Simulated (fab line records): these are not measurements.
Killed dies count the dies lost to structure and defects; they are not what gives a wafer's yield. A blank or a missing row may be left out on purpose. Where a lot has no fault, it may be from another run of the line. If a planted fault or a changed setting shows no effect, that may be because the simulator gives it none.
fab line records	flow rit-cmos
record: lots: 14	wafers: 42	last-day: 8
route steps=202 shown FOX1@21 FOX2@24 GATE@81 M1@202
lots untouched by any fault: they come from a run of this same line in which no faults occurred
start-h: hours from the record's opening day to when the first of the lot's shown wafers began	wait-h: hours from the lot's prior step to this one	" repeats the value in the row above	L1.1+2: a row that stands for several wafers	- either no value or no given start	* or withheld: withheld	< > ~ a bound
route shown NAME@n: names a module that has steps shown in the file, with the first one's number in the route	usual: mean and standard deviation over wafers with no fault	same: alike in all rows	chamber/n: place in a boat	sites: each site's reading	_std_site: the values' standard deviation	_edge_site: outer sites' mean less inner sites'	radius-mm: for every site, how far away it sits from the centre of the wafer	mask NAME#n: copy n	behind: the most recent tool/chamber to have shaped the wafer	hold: cause of the lot's hold/its duration in hours/its outcome	device: the transistor (n, p or np) that didn't switch	end of line: the route-end tests of the same wafers	a step without rows: its recipe alone	killed: not the wafer's yield, but the dies lost to structure and defects at the first sort	map: the dies of a wafer, with x for killed, . for not killed, _ for no die there
set.NAME: the setting the step ran with; set.NAME@STEP: the setting that earlier step ran with	model.NAME: the simulator's own value behind a step, which no gauge read
route steps across a sampled set of lots; one table per step, one row per wafer
services: a tool's chamber out of use, with start hour (start-h, from the record's first day; less than 0 if before it), hours out, and reason
== steps ==
step: RIT_FOX1_THK_MEAS_01
recipe: reads: SiO2_of_FOX1_OXIDATION_00
usual: FOX1_OXIDE_THK: 352/6.3
lot.wafer	tool	chamber	start-h	wait-h	FOX1_OXIDE_THK[nm]
L588.2	film-metro-04	-	17.92	0.0	341
L588.4	"	-	"	"	345
L588.6	"	-	"	"	346
L590.1	film-metro-04	-	29.18	0.0	349
L590.3	"	-	"	"	346
L590.5	"	-	"	"	358
L591.2	film-metro-01	-	34.50	0.0	349
L591.3	"	-	"	"	345
L591.4	"	-	"	"	351
L592.1	film-metro-03	-	42.67	0.0	345
L592.2	"	-	"	"	343
L592.5	"	-	"	"	345
L595.2	film-metro-03	-	56.51	0.0	352
L595.4	"	-	"	"	354
L595.6	"	-	"	"	354
L596.2	film-metro-03	-	60.13	0.0	354
L596.3	"	-	"	"	364
L596.4	"	-	"	"	356
L597.4	film-metro-03	-	65.32	0.0	352
L597.5	"	-	"	"	361
L597.6	"	-	"	"	355
L602.3	film-metro-01	-	88.31	0.0	353
L602.5	"	-	"	"	350
L602.6	"	-	"	"	351
L604.4	film-metro-01	-	99.71	0.0	351
L604.5	"	-	"	"	350
L604.6	"	-	"	"	351
L605.4	film-metro-03	-	102.59	0.0	349
L605.5	"	-	"	"	355
L605.6	"	-	"	"	350
L606.1	film-metro-01	-	109.25	0.0	356
L606.3	"	-	"	"	357
L606.5	"	-	"	"	350
L607.1	film-metro-04	-	113.72	0.0	335
L607.2	"	-	"	"	341
L607.3	"	-	"	"	345
L609.2	film-metro-03	-	124.03	0.0	354
L609.4	"	-	"	"	352
L609.5	"	-	"	"	351
L610.4	film-metro-04	-	128.67	0.0	348
L610.5	"	-	"	"	346
L610.6	"	-	"	"	350
step: RIT_FOX2_THK_MEAS_01
recipe: reads: SiO2_of_FOX2_OXIDATION_00
usual: FOX2_OXIDE_THK: 354/7.4
lot.wafer	tool	chamber	start-h	wait-h	FOX2_OXIDE_THK[nm]
L588.2	film-metro-02	-	19.42	0.0	350
L588.4	"	-	"	"	345
L588.6	"	-	"	"	350
L590.1	film-metro-03	-	31.00	0.0	356
L590.3	"	-	"	"	349
L590.5	"	-	"	"	360
L591.2	film-metro-04	-	37.57	0.0	349
L591.3	"	-	"	"	352
L591.4	"	-	"	"	350
L592.1	film-metro-04	-	46.99	0.0	355
L592.2	"	-	"	"	362
L592.5	"	-	"	"	357
L595.2	film-metro-04	-	58.81	0.0	346
L595.4	"	-	"	"	346
L595.6	"	-	"	"	351
L596.2	film-metro-03	-	62.91	0.0	366
L596.3	"	-	"	"	361
L596.4	"	-	"	"	359
L597.4	film-metro-02	-	66.81	0.0	356
L597.5	"	-	"	"	355
L597.6	"	-	"	"	358
L602.3	film-metro-04	-	89.94	0.0	355
L602.5	"	-	"	"	358
L602.6	"	-	"	"	350
L604.4	film-metro-03	-	101.28	0.0	340
L604.5	"	-	"	"	343
L604.6	"	-	"	"	341
L605.4	film-metro-03	-	104.08	0.0	350
L605.5	"	-	"	"	346
L605.6	"	-	"	"	351
L606.1	film-metro-02	-	112.41	0.0	345
L606.3	"	-	"	"	345
L606.5	"	-	"	"	341
L607.1	film-metro-04	-	116.72	0.0	361
L607.2	"	-	"	"	355
L607.3	"	-	"	"	352
L609.2	film-metro-02	-	127.34	0.0	360
L609.4	"	-	"	"	358
L609.5	"	-	"	"	357
L610.4	film-metro-04	-	130.41	0.0	360
L610.5	"	-	"	"	359
L610.6	"	-	"	"	356
step: RIT_FOX2_THK_MEAS_91
recipe: reads: SiO2_of_FOX2_OXIDATION_00
usual: FIELD_OXIDE_LEFT_2_THK: 258/7.2
lot.wafer	tool	chamber	start-h	wait-h	FIELD_OXIDE_LEFT_2_THK[nm]
L588.2	film-metro-03	-	32.70	0.0	255
L588.4	"	-	"	"	250
L588.6	"	-	"	"	255
L590.1	film-metro-03	-	48.43	0.0	261
L590.3	"	-	"	"	254
L590.5	"	-	"	"	265
L591.2	film-metro-02	-	53.87	0.0	253
L591.3	"	-	"	"	256
L591.4	"	-	"	"	254
L592.1	film-metro-03	-	60.66	0.0	259
L592.2	"	-	"	"	267
L592.5	"	-	"	"	261
L595.2	film-metro-02	-	73.71	0.0	251
L595.4	"	-	"	"	251
L595.6	"	-	"	"	257
L596.2	film-metro-03	-	76.95	0.0	271
L596.3	"	-	"	"	266
L596.4	"	-	"	"	264
L597.4	film-metro-03	-	81.95	0.0	261
L597.5	"	-	"	"	260
L597.6	"	-	"	"	262
L602.3	film-metro-03	-	104.27	0.0	260
L602.5	"	-	"	"	262
L602.6	"	-	"	"	255
L604.4	film-metro-03	-	116.47	0.0	246
L604.5	"	-	"	"	249
L604.6	"	-	"	"	247
L605.4	film-metro-02	-	118.17	0.0	254
L605.5	"	-	"	"	250
L605.6	"	-	"	"	255
L606.1	film-metro-02	-	126.68	0.0	249
L606.3	"	-	"	"	249
L606.5	"	-	"	"	244
L607.1	film-metro-04	-	131.15	0.0	266
L607.2	"	-	"	"	260
L607.3	"	-	"	"	258
L609.2	film-metro-04	-	140.68	0.0	265
L609.4	"	-	"	"	262
L609.5	"	-	"	"	263
L610.4	film-metro-04	-	143.77	0.0	264
L610.5	"	-	"	"	264
L610.6	"	-	"	"	261
step: RIT_GATE_OXIDATION_05
recipe: temp-c: 900	ambient: O2	target-thk-a: 30	ox-time-s: 270
usual: spike-tc-centre-C: 902.5/1.3	spike-tc-load-C: 924.8/1.6	spike-tc-source-C: 925.0/2.7	tube-center-temp-C: 900.01/0.077	tube_center_temp_C_max: 902.3/0.35
lot.wafer	tool	chamber	start-h	wait-h	spike-tc-centre-C	spike-tc-load-C	spike-tc-source-C	tube-center-temp-C	tube_center_temp_C_max
L588.2	furnace-01	0	35.17	2.5	900.6	924.1	925.5	899.96	902.1
L588.4	"	0	"	"	901.5	924.3	926.9	899.91	902.4
L588.6	"	0	"	"	902.5	924.4	925.4	900.05	901.8
L590.1	furnace-04	0	50.49	2.0	902.6	927.6	921.1	900.15	902.3
L590.3	"	0	"	"	902.7	925.2	921.0	900.08	902.3
L590.5	"	0	"	"	902.0	927.7	922.2	900.02	902.0
L591.2	furnace-01	0	54.48	0.6	903.1	923.8	926.3	900.06	902.7
L591.3	"	0	"	"	900.4	922.3	927.2	899.99	902.2
L591.4	"	0	"	"	901.1	924.0	924.5	900.11	902.4
L592.1	furnace-03	0	62.90	2.2	900.5	923.6	926.8	899.98	902.4
L592.2	"	0	"	"	901.9	922.7	927.2	900.04	902.3
L592.5	"	0	"	"	904.7	923.5	926.5	899.98	902.0
L595.2	furnace-01	0	75.05	1.3	901.2	923.0	926.2	900.04	902.0
L595.4	"	0	"	"	901.3	922.8	927.4	900.08	902.6
L595.6	"	0	"	"	901.3	923.3	926.1	900.11	902.7
L596.2	furnace-01	0	78.31	1.3	916.7	938.7	942.7	915.11	917.6
L596.3	"	0	"	"	916.5	940.1	940.9	915	917.2
L596.4	"	0	"	"	915.8	938.4	941.6	915.04	917.4
L597.4	furnace-01	0	84.19	2.2	915.8	939.7	942.3	915.02	917.2
L597.5	"	0	"	"	915.7	938.8	940.4	914.99	917.4
L597.6	"	0	"	"	915.8	939.7	942.1	914.93	916.8
L602.3	furnace-04	0	104.31	0.0	904.0	927.2	923.2	900	901.9
L602.5	"	0	"	"	901.8	925.3	922.2	900.1	902.4
L602.6	"	0	"	"	902.2	925.6	922.8	900.08	902.3
L604.4	furnace-04	0	116.97	0.5	903.1	926.3	919.4	900.1	902.2
L604.5	"	0	"	"	904.7	925.8	921.3	899.94	902.5
L604.6	"	0	"	"	904.7	927.1	922.5	899.99	902.5
L605.4	furnace-03	0	118.46	0.3	903.7	925.0	925.8	900.05	903.1
L605.5	"	0	"	"	899.5	924.8	925.5	900.05	902.1
L605.6	"	0	"	"	900.2	924.4	929.1	899.99	901.6
L606.1	furnace-03	0	128.64	1.9	903.3	924.0	926.5	900	901.7
L606.3	"	0	"	"	902.7	924.7	927.6	899.92	901.7
L606.5	"	0	"	"	903.0	925.7	927.6	900.12	902.7
L607.1	furnace-04	0	131.21	0.1	903.7	927.0	920.8	900.01	902.8
L607.2	"	0	"	"	904.2	925.9	923.3	900	901.9
L607.3	"	0	"	"	904.7	926.6	921.1	900.15	902.3
L609.2	furnace-04	0	143.26	2.6	903.2	925.5	921.3	900.07	902.1
L609.4	"	0	"	"	903.1	925.4	921.0	899.98	902.1
L609.5	"	0	"	"	901.3	925.9	919.6	899.98	901.9
L610.4	furnace-03	0	144.52	0.7	903.1	923.7	926.1	900.06	902.4
L610.5	"	0	"	"	902.3	923.4	926.9	899.93	902.6
L610.6	"	0	"	"	901.7	925.1	926.7	899.9	902.0
step: RIT_GATE_THK_MEAS_07
recipe: reads: SiO2_of_GATE_OXIDATION_05
usual: GATE_OXIDE_THK: 3.04/0.063
lot.wafer	tool	chamber	start-h	wait-h	GATE_OXIDE_THK[nm]
L588.2	film-metro-03	-	41.37	0.0	2.99
L588.4	"	-	"	"	3.00
L588.6	"	-	"	"	3.04
L590.1	film-metro-04	-	52.64	0.0	3.09
L590.3	"	-	"	"	3.13
L590.5	"	-	"	"	3.05
L591.2	film-metro-03	-	56.91	0.0	2.99
L591.3	"	-	"	"	3.00
L591.4	"	-	"	"	2.96
L592.1	film-metro-04	-	64.85	0.0	3.09
L592.2	"	-	"	"	3.13
L592.5	"	-	"	"	3.06
L595.2	film-metro-03	-	78.31	0.0	3.10
L595.4	"	-	"	"	3.17
L595.6	"	-	"	"	3.11
L596.2	film-metro-03	-	80.95	0.0	3.62
L596.3	"	-	"	"	3.65
L596.4	"	-	"	"	3.63
L597.4	film-metro-03	-	87.01	0.0	3.59
L597.5	"	-	"	"	3.59
L597.6	"	-	"	"	3.65
L602.3	film-metro-03	-	107.32	0.0	3.09
L602.5	"	-	"	"	3.11
L602.6	"	-	"	"	3.07
L604.4	film-metro-03	-	118.49	0.0	3.09
L604.5	"	-	"	"	3.08
L604.6	"	-	"	"	3.07
L605.4	film-metro-03	-	119.81	0.0	3.07
L605.5	"	-	"	"	3.00
L605.6	"	-	"	"	3.02
L606.1	film-metro-02	-	129.96	0.0	3.04
L606.3	"	-	"	"	3.02
L606.5	"	-	"	"	3.04
L607.1	film-metro-04	-	132.53	0.0	3.03
L607.2	"	-	"	"	2.95
L607.3	"	-	"	"	2.96
L609.2	film-metro-04	-	145.85	0.0	2.96
L609.4	"	-	"	"	3.00
L609.5	"	-	"	"	3.02
L610.4	film-metro-03	-	146.12	0.0	3.01
L610.5	"	-	"	"	3.01
L610.6	"	-	"	"	2.99
step: RIT_M1_PROBE_99
usual: killed-at-contacts: 0.1/0.23	killed-at-front-end: 6.2/2.8	killed-dies: 6.3/2.7	killed-open: 3.1/2	killed-short: 3.2/1.8
same: gross-dies: 264	killed_at_M0_to_M3: 0	killed_at_M4_up: 0	killed-at-back-side: 0	killed-at-other: 0
lot.wafer	tool	chamber	start-h	wait-h	killed-at-contacts	killed-at-front-end	killed-dies	killed-open	killed-short
L588.2	prober-02	-	67.46	0.1	0	7	7	4	3
L588.4	prober-02	-	67.56	0.2	0	8	8	4	4
L588.6	prober-02	-	67.66	0.2	0	8	8	6	2
L590.1	prober-02	-	76.05	0.1	0	6	6	3	3
L590.3	prober-02	-	76.15	0.2	0	3	3	2	1
L590.5	prober-02	-	76.25	0.2	0	6	6	3	3
L591.2	prober-01	-	81.26	0.1	0	5	5	2	3
L591.3	prober-01	-	81.31	0.2	0	6	6	1	5
L591.4	prober-01	-	81.36	0.2	0	8	8	4	4
L592.1	prober-02	-	88.66	0.1	0	8	8	1	7
L592.2	prober-02	-	88.71	0.1	0	5	5	2	3
L592.5	prober-02	-	88.86	0.2	0	7	7	4	3
L596.2	prober-01	-	105.14	0.1	0	11	11	7	4
L596.3	prober-01	-	105.19	0.2	0	7	7	1	6
L596.4	prober-01	-	105.24	0.2	0	4	4	2	2
L595.2	prober-02	-	106.64	0.1	0	3	3	0	3
L595.4	prober-02	-	106.74	0.2	0	4	4	3	1
L595.6	prober-02	-	106.84	0.2	0	3	3	0	3
L597.4	prober-01	-	110.54	0.2	0	7	7	5	2
L597.5	prober-01	-	110.59	0.2	0	10	10	9	1
L597.6	prober-01	-	110.64	0.2	0	7	7	2	5
L602.3	prober-01	-	132.99	0.2	0	11	11	6	5
L602.5	prober-01	-	133.09	0.2	0	10	10	4	6
L602.6	prober-01	-	133.14	0.2	0	4	4	4	0
L604.4	prober-01	-	142.54	0.2	0	12	12	4	8
L604.5	prober-01	-	142.59	0.2	1	8	9	6	3
L604.6	prober-01	-	142.64	0.2	0	10	10	6	4
L605.4	prober-02	-	144.04	0.2	0	5	5	1	4
L605.5	prober-02	-	144.09	0.2	0	7	7	5	2
L605.6	prober-02	-	144.14	0.2	0	10	10	4	6
L607.1	prober-01	-	156.49	0.1	0	10	10	5	5
L607.2	prober-01	-	156.54	0.1	0	7	7	5	2
L607.3	prober-01	-	156.59	0.2	0	9	9	4	5
L606.1	prober-02	-	159.19	0.1	0	4	4	2	2
L606.3	prober-02	-	159.29	0.2	0	2	2	2	0
L606.5	prober-02	-	159.39	0.2	0	7	7	4	3
L609.2	prober-01	-	181.45	0.1	0	7	7	2	5
L609.4	prober-01	-	181.55	0.2	0	8	8	1	7
L609.5	prober-01	-	181.60	0.2	0	8	8	5	3
L610.4	prober-02	-	181.55	0.2	0	5	5	3	2
L610.5	prober-02	-	181.60	0.2	0	10	10	6	4
L610.6	prober-02	-	181.65	0.2	0	2	2	1	1
killed by level:class
L588.2 GATE:geometric-particle:open=2 SILICIDE:geometric-particle:short=2 FOX1:geometric-particle:open=1 FOX2:geometric-particle:open=1 REOX:geometric-particle:short=1
L588.4 FOX1:geometric-particle:open=2 REOX:geometric-particle:short=2 GATE:geometric-particle:short=1 GATE:geometric-particle:open=1 REOX:geometric-particle:open=1 SPACER:geometric-particle:short=1
L588.6 FOX1:geometric-particle:open=2 REOX:geometric-particle:open=2 GATE:geometric-particle:open=1 GATE:geometric-particle:short=1 REOX:geometric-particle:short=1 SPACER:geometric-particle:open=1
L590.1 REOX:geometric-particle:open=2 FOX2:geometric-particle:short=1 GATE:geometric-particle:open=1 GATE:geometric-particle:short=1 SILICIDE:geometric-particle:short=1
L590.3 FOX1:geometric-particle:open=2 GATE:geometric-particle:short=1
L590.5 FOX1:geometric-particle:open=3 FOX1:geometric-particle:short=1 FOX2:geometric-particle:short=1 REOX:geometric-particle:short=1
L591.2 GATE:geometric-particle:short=2 GATE:geometric-particle:open=1 REOX:geometric-particle:short=1 SPACER:geometric-particle:open=1
L591.3 FOX2:geometric-particle:short=2 GATE:geometric-particle:short=1 REOX:geometric-particle:open=1 REOX:geometric-particle:short=1 SILICIDE:geometric-particle:short=1
L591.4 GATE:geometric-particle:open=3 REOX:geometric-particle:short=2 GATE:geometric-particle:short=1 SILICIDE:geometric-particle:open=1 SILICIDE:geometric-particle:short=1
L592.1 FOX1:geometric-particle:short=3 GATE:geometric-particle:short=3 ACTIVE:geometric-particle:short=1 GATE:geometric-particle:open=1
L592.2 GATE:geometric-particle:short=2 FOX1:geometric-particle:short=1 GATE:geometric-particle:open=1 SPACER:geometric-particle:open=1
L592.5 FOX1:geometric-particle:short=2 GATE:geometric-particle:open=2 FOX1:geometric-particle:open=1 GATE:geometric-particle:short=1 SPACER:geometric-particle:open=1
L596.2 FOX1:geometric-particle:open=3 GATE:geometric-particle:open=3 SILICIDE:geometric-particle:short=2 GATE:geometric-particle:short=1 REOX:geometric-particle:short=1 SPACER:geometric-particle:open=1
L596.3 GATE:geometric-particle:short=3 FOX2:geometric-particle:short=2 FOX1:geometric-particle:short=1 GATE:geometric-particle:open=1
L596.4 FOX1:geometric-particle:short=2 GATE:geometric-particle:open=2
L595.2 SPACER:geometric-particle:short=2 GATE:geometric-particle:short=1
L595.4 REOX:geometric-particle:short=1 REOX:geometric-particle:open=1 SPACER:geometric-particle:open=1 SILICIDE:geometric-particle:open=1
L595.6 FOX1:geometric-particle:short=1 REOX:geometric-particle:short=1 SILICIDE:geometric-particle:short=1
L597.4 GATE:geometric-particle:open=2 FOX1:geometric-particle:open=1 FOX2:geometric-particle:open=1 FOX2:geometric-particle:short=1 GATE:geometric-particle:short=1 SPACER:geometric-particle:open=1
L597.5 FOX2:geometric-particle:open=2 GATE:geometric-particle:open=2 SPACER:geometric-particle:open=2 FOX1:geometric-particle:open=1 REOX:geometric-particle:open=1 GATE:geometric-particle:short=1 SILICIDE:geometric-particle:open=1
L597.6 GATE:geometric-particle:short=3 FOX1:geometric-particle:open=1 REOX:geometric-particle:short=1 SPACER:geometric-particle:open=1 SILICIDE:geometric-particle:short=1
L602.3 GATE:geometric-particle:short=3 REOX:geometric-particle:open=2 FOX2:geometric-particle:open=1 GATE:geometric-particle:open=1 REOX:geometric-particle:short=1 SPACER:geometric-particle:open=1 SILICIDE:geometric-particle:short=1 SILICIDE:geometric-particle:open=1
L602.5 GATE:geometric-particle:short=2 GATE:geometric-particle:open=2 REOX:geometric-particle:short=2 FOX2:geometric-particle:open=1 FOX2:geometric-particle:short=1 SPACER:geometric-particle:open=1 SILICIDE:geometric-particle:short=1
L602.6 FOX1:geometric-particle:open=2 GATE:geometric-particle:open=1 REOX:geometric-particle:open=1
L604.4 GATE:geometric-particle:short=4 FOX2:geometric-particle:short=2 SILICIDE:geometric-particle:open=2 FOX1:geometric-particle:short=1 FOX2:geometric-particle:open=1 REOX:geometric-particle:open=1 SILICIDE:geometric-particle:short=1
L604.5 GATE:geometric-particle:open=3 SPACER:geometric-particle:open=3 GATE:geometric-particle:short=1 SPACER:geometric-particle:short=1 CONTACT:geometric-particle:short=1
L604.6 GATE:geometric-particle:open=3 SILICIDE:geometric-particle:open=3 GATE:geometric-particle:short=2 REOX:geometric-particle:short=1 SILICIDE:geometric-particle:short=1
L605.4 SILICIDE:geometric-particle:short=2 GATE:geometric-particle:short=2 REOX:geometric-particle:open=1
L605.5 GATE:geometric-particle:open=2 GATE:geometric-particle:short=2 FOX1:geometric-particle:open=1 SPACER:geometric-particle:open=1 SILICIDE:geometric-particle:open=1
L605.6 GATE:geometric-particle:short=4 FOX1:geometric-particle:short=1 FOX1:geometric-particle:open=1 GATE:geometric-particle:open=1 REOX:geometric-particle:open=1 SPACER:geometric-particle:short=1 SPACER:geometric-particle:open=1
L607.1 GATE:geometric-particle:short=4 GATE:geometric-particle:open=3 FOX1:geometric-particle:short=1 FOX1:geometric-particle:open=1 SPACER:geometric-particle:open=1
L607.2 SPACER:geometric-particle:open=2 SILICIDE:geometric-particle:open=2 FOX1:geometric-particle:short=1 FOX1:geometric-particle:open=1 GATE:geometric-particle:short=1
L607.3 GATE:geometric-particle:short=4 GATE:geometric-particle:open=3 FOX1:geometric-particle:short=1 SPACER:geometric-particle:open=1
L606.1 GATE:geometric-particle:open=2 FOX1:geometric-particle:short=1 REOX:geometric-particle:short=1
L606.3 REOX:geometric-particle:open=2
L606.5 GATE:geometric-particle:open=2 FOX1:geometric-particle:short=1 FOX2:geometric-particle:short=1 FOX2:geometric-particle:open=1 GATE:geometric-particle:short=1 SILICIDE:geometric-particle:open=1
L609.2 FOX2:geometric-particle:open=2 FOX1:geometric-particle:short=1 FOX2:geometric-particle:short=1 GATE:geometric-particle:short=1 REOX:geometric-particle:short=1 SPACER:geometric-particle:short=1
L609.4 GATE:geometric-particle:short=3 SILICIDE:geometric-particle:short=2 FOX2:geometric-particle:short=1 SPACER:geometric-particle:short=1 SPACER:geometric-particle:open=1
L610.4 REOX:geometric-particle:open=2 FOX1:geometric-particle:open=1 SPACER:geometric-particle:short=1 SILICIDE:geometric-particle:short=1
L609.5 GATE:geometric-particle:open=3 FOX2:geometric-particle:open=2 REOX:geometric-particle:short=2 GATE:geometric-particle:short=1
L610.5 REOX:geometric-particle:open=5 SPACER:geometric-particle:short=3 REOX:geometric-particle:short=1 SPACER:geometric-particle:open=1
L610.6 REOX:geometric-particle:short=1 SILICIDE:geometric-particle:open=1
== services ==
tool	chamber	start-h	hours	kind
furnace-01	-	114.32	3.3	pm
== key ==
first-sign: step: RIT_GATE_OXIDATION_05	reading: tube-center-temp-C	direction: up	sigmas: 99+	usual: *	struck: *
effect: step: RIT_GATE_OXIDATION_05	reading: tube_center_temp_C_max	direction: up	sigmas: 43	usual: *	struck: *
effect: step: RIT_GATE_THK_MEAS_07	reading: GATE_OXIDE_THK	direction: up	sigmas: 9.2	usual: 3.04	struck: 3.62
met-at RIT_GATE_OXIDATION_05
struck-lots L596,L597
tester-left-out L596,L597
not-acting-at RIT_FOX1_THK_MEAS_01,RIT_FOX2_THK_MEAS_01,RIT_FOX2_THK_MEAS_91
onset-between 75.05 78.31
fault: kind: process-parameter-drift	tool: furnace-01	chamber: -	onset-h: 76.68	steps: RIT_GATE_OXIDATION_05	channel: temp-c	offset: *	shape: step	end-h: 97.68	acts-in: *	stated: *
tester-left-out: of these lots the tester's yield and bins aren't shown, on N5 and GAA mostly nor the transistor test; their killed dies are dies lost to structure and defects alone, not to doping, threshold or leakage, so they don't give the yield
